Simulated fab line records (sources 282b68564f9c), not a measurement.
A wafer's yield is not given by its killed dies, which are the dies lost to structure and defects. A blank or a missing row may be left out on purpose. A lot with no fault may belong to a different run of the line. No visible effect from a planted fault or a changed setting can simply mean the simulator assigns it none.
Which of the tools did it? + flow rit cmos + Sampling: 13 lots, 39 wafers, 5 of 202 route steps

WHAT THE GAUGES READ, wafer by wafer
RIT_PLDD_TW_MEAS_10. Usual: PLDD_TW gives 2312 (standard deviation 14).
| lot  | measured    | on            | PLDD_TW        | flag |
|------|-------------|---------------|----------------|------|
| L434 | day 2 21:05 | film metro-04 | 2301 2296 2295 |      |
| L435 | day 3 02:08 | film metro-04 | 2302 2312 2316 |      |
| L436 | day 3 08:06 | film metro-03 | 2302 2296 2302 |      |
| L437 | day 3 12:50 | film metro-04 | 2309 2299 2309 |      |
| L438 | day 3 15:56 | film metro-03 | 2304 2302 2305 |      |
| L439 | day 3 21:16 | film metro-02 | 2341 2326 2342 |      |
| L444 | day 4 22:37 | film metro-03 | 2305 2326 2298 |      |
| L445 | day 5 04:13 | film metro-04 | 2317 2307 2322 |      |
| L446 | day 5 07:49 | film metro-02 | 2317 2311 2318 |      |
| L447 | day 5 15:13 | film metro-02 | 2330 2335 2332 |      |
| L448 | day 5 18:01 | film metro-02 | 2329 2316 2315 |      |
| L450 | day 6 04:47 | film metro-04 | 2315 2319 2320 |      |
| L457 | day 7 14:49 | film metro-03 | 2309 2300 2302 |      |

RIT_SDANNEAL_RS_MEAS_06: the measuring method here is four-point-probe. Usual: PLDD_RS gives 178.5 ohm/sq (standard deviation 0.6).
| lot  | measured    | on            | PLDD_RS (ohm/sq)  | flag |
|------|-------------|---------------|-------------------|------|
| L434 | day 3 03:28 | film metro-03 | 178.0 178.4 178.4 |      |
| L435 | day 3 09:16 | film metro-03 | 178.4 178.2 177.9 |      |
| L436 | day 3 15:34 | film metro-02 | 177.5 178.0 177.3 |      |
| L437 | day 3 20:17 | film metro-04 | 179.8 179.7 179.1 |      |
| L438 | day 3 22:11 | film metro-02 | 177.8 178.4 178.3 |      |
| L439 | day 4 04:39 | film metro-03 | 178.3 178.6 178.6 |      |
| L444 | day 5 10:28 | film metro-02 | 178.0 177.7 178.4 |      |
| L445 | day 5 10:16 | film metro-03 | 178.3 177.5 177.6 |      |
| L446 | day 5 15:06 | film metro-03 | 179.1 178.6 178.4 |      |
| L447 | day 5 21:40 | film metro-02 | 177.6 177.8 178.1 |      |
| L448 | day 6 02:47 | film metro-03 | 179.4 179.0 179.3 |      |
| L450 | day 6 12:04 | film metro-04 | 178.6 178.4 178.5 |      |
| L457 | day 7 23:50 | film metro-04 | 179.1 178.6 178.6 |      |

RIT_M1_CD_MEAS_09 targets a cd of 2600 nm. Usual: 2600.4 nm for cd nm, sd 2.1.
| lot  | measured    | on        | cd nm (nm)                                | flag |
|------|-------------|-----------|-------------------------------------------|------|
| L434 | day 3 07:49 | cd sem-02 | 2603.7 2601.3 2601.8                      |      |
| L435 | day 3 13:38 | cd sem-02 | 2600.6 2597.6 2598.4                      |      |
| L436 | day 3 20:02 | cd sem-01 | 2598.8 2597.8 2599.8                      |      |
| L437 | day 4 00:38 | cd sem-02 | 2598.6 2596.3 2597.9                      |      |
| L438 | day 4 02:50 | cd sem-02 | 2599.7 2603.4 2601.4                      |      |
| L439 | day 4 09:24 | cd sem-02 | 2604.5 2602.3 2603.9                      |      |
| L444 | day 5 15:12 | cd sem-01 | 2593.4 2594.0 2593.7 2593.7 2594.1 2593.4 | OFF  |
| L445 | day 5 14:50 | cd sem-02 | 2601.9 2601.2 2600.8                      |      |
| L446 | day 5 19:28 | cd sem-01 | 2601.2 2599.5 2600.7                      |      |
| L447 | day 6 02:08 | cd sem-01 | 2601.4 2599.8 2599.3                      |      |
| L448 | day 6 07:08 | cd sem-02 | 2600.0 2602.3 2601.6                      |      |
| L450 | day 6 16:40 | cd sem-02 | 2599.3 2600.7 2601.1                      |      |
| L457 | day 8 04:27 | cd sem-02 | 2599.6 2601.7 2601.4                      |      |

WHICH TOOL RAN EACH LOT (tool, then ch and the chambers of the sampled wafers, then the start)
| lot  | RIT_GATE_STRIP_20                   | RIT_M1_DEVELOP_08                |
|------|-------------------------------------|----------------------------------|
| L434 | plasma asher-01 ch 0,1, day 2 14:53 | litho track-03 ch 0, day 3 07:00 |
| L435 | plasma asher-04 ch 0,1, day 2 19:50 | litho track-01 ch 0, day 3 13:00 |
| L436 | plasma asher-01 ch 0,1, day 3 01:47 | litho track-02 ch 0, day 3 19:00 |
| L437 | plasma asher-03 ch 0,1, day 3 06:46 | litho track-02 ch 0, day 4 00:00 |
| L438 | plasma asher-01 ch 0,1, day 3 09:49 | litho track-03 ch 0, day 4 02:00 |
| L439 | plasma asher-04 ch 0,1, day 3 14:48 | litho track-03 ch 0, day 4 09:00 |
| L444 | plasma asher-04 ch 0,1, day 4 16:31 | litho track-03 ch 0, day 5 15:00 |
| L445 | plasma asher-04 ch 0, day 4 21:35   | litho track-01 ch 0, day 5 14:00 |
| L446 | plasma asher-04 ch 0,1, day 5 01:27 | litho track-01 ch 0, day 5 19:00 |
| L447 | plasma asher-01 ch 0,1, day 5 09:08 | litho track-02 ch 0, day 6 01:00 |
| L448 | plasma asher-01 ch 0,1, day 5 11:41 | litho track-01 ch 0, day 6 06:00 |
| L450 | plasma asher-01 ch 0,1, day 5 22:38 | litho track-02 ch 0, day 6 16:00 |
| L457 | plasma asher-04 ch 0,1, day 7 08:23 | litho track-02 ch 0, day 8 04:00 |
- RIT_GATE_STRIP_20: strips in O2, time 180 s.
- RIT_M1_DEVELOP_08: develop time 68 s.

WHAT THE TOOLS THEMSELVES READ (means of the sampled wafers that have a number; where no wafer has one, the mark that the record gives instead)
RIT_GATE_STRIP_20. Usual: chamber pressure mTorr 4000 mTorr, standard deviation 3.9; drypump motor current A 5.4 A, standard deviation 0.46.
| lot  | tool            | chamber pressure mTorr (mTorr) | drypump motor current A (A) | flag |
|------|-----------------|--------------------------------|-----------------------------|------|
| L434 | plasma asher-01 | 4004                           | 5.4                         |      |
| L435 | plasma asher-04 | 3998                           | 5.1                         |      |
| L436 | plasma asher-01 | 4001                           | 5.6                         |      |
| L437 | plasma asher-03 | 4001                           | 6.5                         |      |
| L438 | plasma asher-01 | 3999                           | 5.5                         |      |
| L439 | plasma asher-04 | 3999                           | 5.2                         |      |
| L444 | plasma asher-04 | 4002                           | 5.2                         |      |
| L445 | plasma asher-04 | 3999                           | 5.4                         |      |
| L446 | plasma asher-04 | 4000                           | 5.2                         |      |
| L447 | plasma asher-01 | 4002                           | 5.4                         |      |
| L448 | plasma asher-01 | 4000                           | 5.5                         |      |
| L450 | plasma asher-01 | 4002                           | 5.4                         |      |
| L457 | plasma asher-04 | 3998                           | 5.1                         |      |

THE ANSWER, worked out from the rows above alone
Rule: lot off if the mean of its wafers having a number is beyond 3 standard deviations from the usual mean. Also off: a lot with no number at a reading for which 4 or more lots have one. Any other lot the step has rows for is counted as sound. The gauges are gone through in route order, then the tools' own readings, and for those a lot's mean is taken as printed above. At the first step where some lot is off, the reading lying furthest off is the one used; lots without a number count as furthest.
Off, at RIT_M1_CD_MEAS_09 on cd nm: L444.
A tool fits if, at a process step before that reading, it ran every lot that is off, and no sound lot after the first of them. Those tools and the gauges at RIT_M1_CD_MEAS_09 are tried in the same way. One fits: RIT_M1_DEVELOP_08 on litho track-03. Its last sound lot is L439 (day 4 09:00), its first lot that is off L444 (day 5 15:00): a fault that began between those two fits.

WHAT WAS PUT IN BY THE SIMULATOR
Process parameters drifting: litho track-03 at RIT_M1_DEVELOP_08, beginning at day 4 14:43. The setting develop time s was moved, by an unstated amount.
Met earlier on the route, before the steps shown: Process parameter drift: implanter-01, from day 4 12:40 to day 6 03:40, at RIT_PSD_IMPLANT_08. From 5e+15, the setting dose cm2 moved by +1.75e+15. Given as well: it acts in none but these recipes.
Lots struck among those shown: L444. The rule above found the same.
